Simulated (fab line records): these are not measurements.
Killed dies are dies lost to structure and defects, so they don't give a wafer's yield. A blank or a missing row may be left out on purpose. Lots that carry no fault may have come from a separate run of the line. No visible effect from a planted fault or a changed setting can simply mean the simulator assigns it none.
Which of the tools did it? | flow berkeley_cmos170 | Sampling: 14 lots, 42 wafers, 6 of 331 route steps

== WHAT THE GAUGES READ, wafer by wafer ==
UCB170_ACTIVE_CD_MEAS_90 targets a cd of 1200 nm.
lot  | measured    | on        | cd_nm (nm)
L625 | day 4 19:18 | cd_sem-02 | 1200.2 1199.0 1199.1
L628 | day 5 21:19 | cd_sem-01 | 1199.9 1199.3 1199.0
L630 | day 5 22:16 | cd_sem-01 | 1200.6 1200.0 1200.3
L632 | day 6 18:55 | cd_sem-02 | 1200.8 1200.8 1201.3
L631 | day 6 19:11 | cd_sem-02 | 1202.5 1201.2 1201.3
L633 | day 7 04:17 | cd_sem-01 | 1201.0 1201.1 1201.6
L635 | day 7 04:24 | cd_sem-01 | 1199.8 1200.1 1199.3
L639 | day 7 09:46 | cd_sem-02 | 1200.4 1201.0 1199.4
L637 | day 7 10:09 | cd_sem-01 | - - -
L638 | day 7 14:26 | cd_sem-02 | - - -
L644 | day 8 14:54 | cd_sem-01 | 1201.1 1201.1 1201.0
L646 | day 9 10:50 | cd_sem-02 | 1200.9 1201.7 1200.4
L648 | day 9 16:00 | cd_sem-02 | 1202.5 1203.1 1200.1
L647 | day 9 16:17 | cd_sem-02 | 1202.4 1200.9 1201.8

UCB170_PVT_TW_MEAS_09.
lot  | measured     | on            | PVT_TW
L625 | day 6 05:14  | film_metro-01 | 513 510 513
L628 | day 7 15:25  | film_metro-01 | 514 510 515
L630 | day 7 15:34  | film_metro-04 | 517 515 513
L632 | day 8 10:05  | film_metro-04 | 517 513 513
L631 | day 8 10:23  | film_metro-03 | 499 503 504
L633 | day 9 09:05  | film_metro-01 | 512 514 512
L635 | day 9 09:22  | film_metro-04 | 513 516 512
L639 | day 9 07:59  | film_metro-01 | 515 510 512
L644 | day 10 11:35 | film_metro-04 | 513 506 509
L646 | day 11 09:11 | film_metro-03 | 501 502 502
L648 | day 11 09:27 | film_metro-01 | 511 509 512
L647 | day 11 08:54 | film_metro-04 | 514 513 514

UCB170_PLDD_TW_MEAS_11.
lot  | measured     | on            | PLDD_TW
L625 | day 7 04:55  | film_metro-04 | 1027 1030 1030
L628 | day 8 08:02  | film_metro-03 | 995 999 995
L630 | day 8 07:46  | film_metro-04 | 1023 1023 1028
L632 | day 9 07:00  | film_metro-03 | 992 987 992
L631 | day 9 06:28  | film_metro-03 | 992 993 985
L633 | day 10 01:37 | film_metro-04 | 1020 1022 1022
L635 | day 10 01:14 | film_metro-04 | 1022 1016 1022
L639 | day 10 00:33 | film_metro-03 | 992 990 998
L644 | day 11 08:19 | film_metro-04 | 1019 1021 1023
L646 | day 12 02:49 | film_metro-03 | 999 996 997
L648 | day 12 02:19 | film_metro-03 | 991 993 996
L647 | day 12 02:34 | film_metro-02 | 1008 1013 1015

UCB170_V1_THK_MEAS_01.
lot  | measured     | on            | V1_TEOS_THK (nm)
L625 | day 8 07:37  | film_metro-02 | 1987 1983 2007
L628 | day 9 06:07  | film_metro-02 | 1953 1972 1993
L630 | day 9 04:47  | film_metro-02 | 1965 1977 2008
L632 | day 10 07:18 | film_metro-01 | 1968 1967 1988
L631 | day 10 05:59 | film_metro-01 | 1949 2018 1980
L633 | day 11 05:16 | film_metro-01 | 2029 2054 2029
L635 | day 11 05:07 | film_metro-02 | 1972 1980 1991
L639 | day 11 00:56 | film_metro-01 | 1989 2027 2018
L644 | day 12 09:04 | film_metro-04 | 1975 1955 2005
L646 | day 13 03:17 | film_metro-02 | 1982 2026 2022
L648 | day 13 01:56 | film_metro-04 | 1938 1996 2011
L647 | day 13 03:16 | film_metro-01 | 1965 1975 1995

== TOOL THAT RAN EACH LOT (tool first, then ch and the chambers of the sampled wafers, then the start) ==
lot  | UCB170_ACTIVE_ETCH_15             | UCB170_ACTIVE_STRIP_16
L625 | rie_diel-02 ch 1,3, day 4 19:02   | plasma_asher-04 ch 0,1, day 4 19:08
L628 | rie_diel-02 ch 0,1,2, day 5 20:44 | plasma_asher-01 ch 0,1, day 5 20:50
L630 | rie_diel-02 ch 0,1, day 5 21:42   | plasma_asher-03 ch 0,1, day 5 21:48
L632 | rie_diel-03 ch 0,2,3, day 6 18:43 | plasma_asher-01 ch 0,1, day 6 18:49
L631 | rie_diel-02 ch 0,3, day 6 18:57   | plasma_asher-03 ch 0,1, day 6 19:05
L633 | rie_diel-02 ch 0,1,3, day 7 04:04 | plasma_asher-04 ch 0,1, day 7 04:10
L635 | rie_diel-03 ch 0,1,3, day 7 04:08 | plasma_asher-03 ch 0,1, day 7 04:15
L639 | rie_diel-02 ch 1,3, day 7 09:34   | plasma_asher-03 ch 0,1, day 7 09:40
L637 | rie_diel-03 ch 0,1,2, day 7 09:52 | plasma_asher-03 ch 0,1, day 7 09:58
L638 | rie_diel-01 ch 1,2,3, day 7 14:13 | plasma_asher-01 ch 0,1, day 7 14:19
L644 | rie_diel-03 ch 1,2,3, day 8 14:40 | plasma_asher-04 ch 0,1, day 8 14:47
L646 | rie_diel-03 ch 0,1,2, day 9 10:34 | plasma_asher-04 ch 0,1, day 9 10:42
L648 | rie_diel-01 ch 2,3, day 9 15:47   | plasma_asher-03 ch 0,1, day 9 15:53
L647 | rie_diel-03 ch 0,1,2, day 9 16:04 | plasma_asher-01 ch 0,1, day 9 16:10
- UCB170_ACTIVE_ETCH_15: etches Si3N4 in CH3F/Ar/O2, stops on SiO2, target depth 242 nm, time 151 s.
- UCB170_ACTIVE_STRIP_16: strips in O2.

== AS READ BY THE TOOLS THEMSELVES (means over the sampled wafers that have a number; for cases with no such wafer, the mark the record gives instead) ==
UCB170_ACTIVE_ETCH_15.
lot  | tool        | CH3F_flow_sccm (sccm) | O2_flow_sccm (sccm) | drypump_motor_current_A (A) | oes_product_au (a.u.) | throttle_valve_pct (%)
L625 | rie_diel-02 | 20.04                 | 6.995               | 5.7                         | 0.952                 | 8.08
L628 | rie_diel-02 | 20.03                 | 6.993               | 5.6                         | 0.952                 | 7.99
L630 | rie_diel-02 | 19.97                 | 6.996               | 5.4                         | 0.959                 | 8.01
L632 | rie_diel-03 | 19.97                 | 7.008               | 5.4                         | 0.951                 | 7.99
L631 | rie_diel-02 | 20.02                 | 6.981               | 5.1                         | 0.940                 | 7.91
L633 | rie_diel-02 | 19.97                 | 6.985               | 5.4                         | 0.947                 | 8.01
L635 | rie_diel-03 | 19.99                 | 7.000               | 5.6                         | 0.966                 | 8.01
L639 | rie_diel-02 | 19.98                 | 7.012               | 5.6                         | 0.954                 | 8.07
L637 | rie_diel-03 | -                     | -                   | -                           | -                     | -
L638 | rie_diel-01 | -                     | -                   | -                           | -                     | -
L644 | rie_diel-03 | 19.95                 | 6.993               | 5.5                         | 0.955                 | 8.00
L646 | rie_diel-03 | 20.06                 | 6.995               | 5.3                         | 0.962                 | 8.07
L648 | rie_diel-01 | 19.97                 | 6.987               | 5.0                         | 0.932                 | 8.21
L647 | rie_diel-03 | 20.00                 | 7.011               | 5.4                         | 0.952                 | 8.07

UCB170_ACTIVE_STRIP_16.
lot  | tool            | drypump_motor_current_A (A) | oes_product_au (a.u.) | strip_time_to_endpoint_s (s)
L625 | plasma_asher-04 | 5.7                         | 0.720                 | 18.12
L628 | plasma_asher-01 | 5.7                         | 0.722                 | 17.90
L630 | plasma_asher-03 | 5.6                         | 0.717                 | 17.95
L632 | plasma_asher-01 | 5.7                         | 0.722                 | 18.03
L631 | plasma_asher-03 | 5.3                         | 0.718                 | 18.11
L633 | plasma_asher-04 | 5.7                         | 0.716                 | 18.11
L635 | plasma_asher-03 | 5.6                         | 0.724                 | 17.94
L639 | plasma_asher-03 | 5.6                         | 0.721                 | 17.90
L637 | plasma_asher-03 | 5.6                         | 0.734                 | 21.75
L638 | plasma_asher-01 | 6.1                         | 0.727                 | 21.65
L644 | plasma_asher-04 | 5.7                         | 0.723                 | 18.05
L646 | plasma_asher-04 | 5.8                         | 0.723                 | 18.11
L648 | plasma_asher-03 | 5.6                         | 0.722                 | 17.91
L647 | plasma_asher-01 | 6.1                         | 0.723                 | 17.96

== THE ANSWER, worked out from the rows above alone ==
Rule: the usual values come from the lots themselves. The widest of any qualifying gaps counts: lots, ordered by their means at a reading, are off when they make up no more than a third of the lots, leave a main group of 4 or more, and stand apart from it by 3 or more times the standard deviation of that group's means. A main group is skipped when, at the precision printed for the reading in the tables above, its means are all equal. A lot without any number at a reading at which 4 lots or more have one is off too. The other lots that the step has rows for count as sound. First the gauges in route order, then the tools' own readings, where a lot's mean is used as printed above. At the first step where some lot is off, the reading lying furthest off is the one used; lots without a number count as furthest.
Off: L637, L638 (UCB170_ACTIVE_CD_MEAS_90, cd_nm). Without a number there: L637, L638. The main group: mean 1200.7 nm, standard deviation 0.84.
A tool fits if, at a process step before that reading, it ran every lot that is off, and no sound lot after the first of them. The gauges at UCB170_ACTIVE_CD_MEAS_90 aren't tried: what is off there is off at UCB170_ACTIVE_ETCH_15 too, on other tools, and a gauge's error can't cause that. Of those tried, none fits.

== WHAT HAD BEEN PUT IN BY THE SIMULATOR ==
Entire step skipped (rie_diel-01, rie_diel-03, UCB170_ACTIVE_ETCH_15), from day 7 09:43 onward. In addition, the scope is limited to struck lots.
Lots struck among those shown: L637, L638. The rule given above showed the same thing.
